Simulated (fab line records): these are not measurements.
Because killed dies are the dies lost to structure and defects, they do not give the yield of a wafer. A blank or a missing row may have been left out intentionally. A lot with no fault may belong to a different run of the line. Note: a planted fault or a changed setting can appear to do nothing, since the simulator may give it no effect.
Which tool was responsible?    flow rit_cmos    42 wafers from 14 lots sampled at 2 of the route's 202 steps

## WHAT THE GAUGES READ, wafer by wafer
No reading from a measuring or inspecting step in the record can be judged against a usual standard deviation.

## WHICH TOOL RAN EACH LOT (tool, then ch and the chambers of the sampled wafers, then the start)
lot   RIT_PWELL_STRIP_09                   RIT_M1_PROBE_99
L478  plasma_asher-02 ch 1, day 1 22:22    -
L479  plasma_asher-04 ch 0,1, day 2 04:36  -
L480  plasma_asher-04 ch 0,1, day 2 08:54  -
L482  plasma_asher-03 ch 0,1, day 2 18:20  -
L483  plasma_asher-03 ch 0,1, day 2 23:25  -
L485  plasma_asher-03 ch 0,1, day 3 09:16  prober-02, day 4 19:23
L486  plasma_asher-02 ch 0,1, day 3 14:54  prober-01, day 5 00:23
L487  plasma_asher-03 ch 0,1, day 3 19:43  -
L494  plasma_asher-02 ch 0,1, day 5 07:58  prober-01, day 6 17:35
L496  plasma_asher-02 ch 0,1, day 5 17:10  prober-01, day 7 04:36
L498  plasma_asher-04 ch 0,1, day 6 02:29  -
L499  plasma_asher-04 ch 0, day 6 08:49    -
L500  plasma_asher-02 ch 0,1, day 6 13:43  -
L501  plasma_asher-03 ch 0,1, day 6 18:58  -
- RIT_PWELL_STRIP_09: strips in O2, time 180 s.
- RIT_M1_PROBE_99

## AS READ BY THE TOOLS THEMSELVES (means over the sampled wafers that have a number; for cases with no such wafer, the mark the record gives instead)
RIT_PWELL_STRIP_09.
lot   tool             drypump_motor_current_A (A)  o2_flow_sccm (sccm)
L478  plasma_asher-02  4.9                          3991
L479  plasma_asher-04  6.2                          3995
L480  plasma_asher-04  6.0                          4007
L482  plasma_asher-03  5.9                          3994
L483  plasma_asher-03  5.9                          3994
L485  plasma_asher-03  6.0                          4532
L486  plasma_asher-02  5.0                          3988
L487  plasma_asher-03  5.9                          4267
L494  plasma_asher-02  5.0                          3982
L496  plasma_asher-02  5.0                          3997
L498  plasma_asher-04  6.2                          3995
L499  plasma_asher-04  5.8                          4014
L500  plasma_asher-02  5.0                          3999
L501  plasma_asher-03  6.0                          3992

RIT_M1_PROBE_99.
lot   tool       killed_at_contacts  killed_at_front_end  killed_dies  killed_open  killed_short
L485  prober-02  0.0                 9                    9            5.0          4.0
L486  prober-01  0.0                 7                    7            3.0          4.0
L494  prober-01  0.0                 10                   10           3.7          6.0
L496  prober-01  0.3                 7                    7            3.7          3.3

## THE ANSWER, worked out from the rows above alone
Rule: the usual values come from the lots themselves. The widest of any qualifying gaps counts: lots, ordered by their means at a reading, are off when they make up no more than a third of the lots, leave a main group of 4 or more, and stand apart from it by 3 or more times the standard deviation of that group's means. If all means in a main group match to the digits the tables above print for the reading, that group is not used. Also off: a lot with no number at a reading for which 4 or more lots have one. Any other lot the step has rows for is counted as sound. After the gauges, taken in route order, come the tools' own readings; for these a lot's mean is taken, as printed above. The first step at which some lot is off is used, and at that step the reading that is off furthest; a lot without a number counts as furthest.
Off: L485, L487, at RIT_PWELL_STRIP_09 (o2_flow_sccm). Mean 3996 sccm and standard deviation 8 in the main group.
If a tool, at that step or one of the process steps before it, ran each lot that is off and ran no sound lot following the first of them, it fits. No candidate that was tried fits.

## WHAT THE SIMULATOR HAD PUT IN
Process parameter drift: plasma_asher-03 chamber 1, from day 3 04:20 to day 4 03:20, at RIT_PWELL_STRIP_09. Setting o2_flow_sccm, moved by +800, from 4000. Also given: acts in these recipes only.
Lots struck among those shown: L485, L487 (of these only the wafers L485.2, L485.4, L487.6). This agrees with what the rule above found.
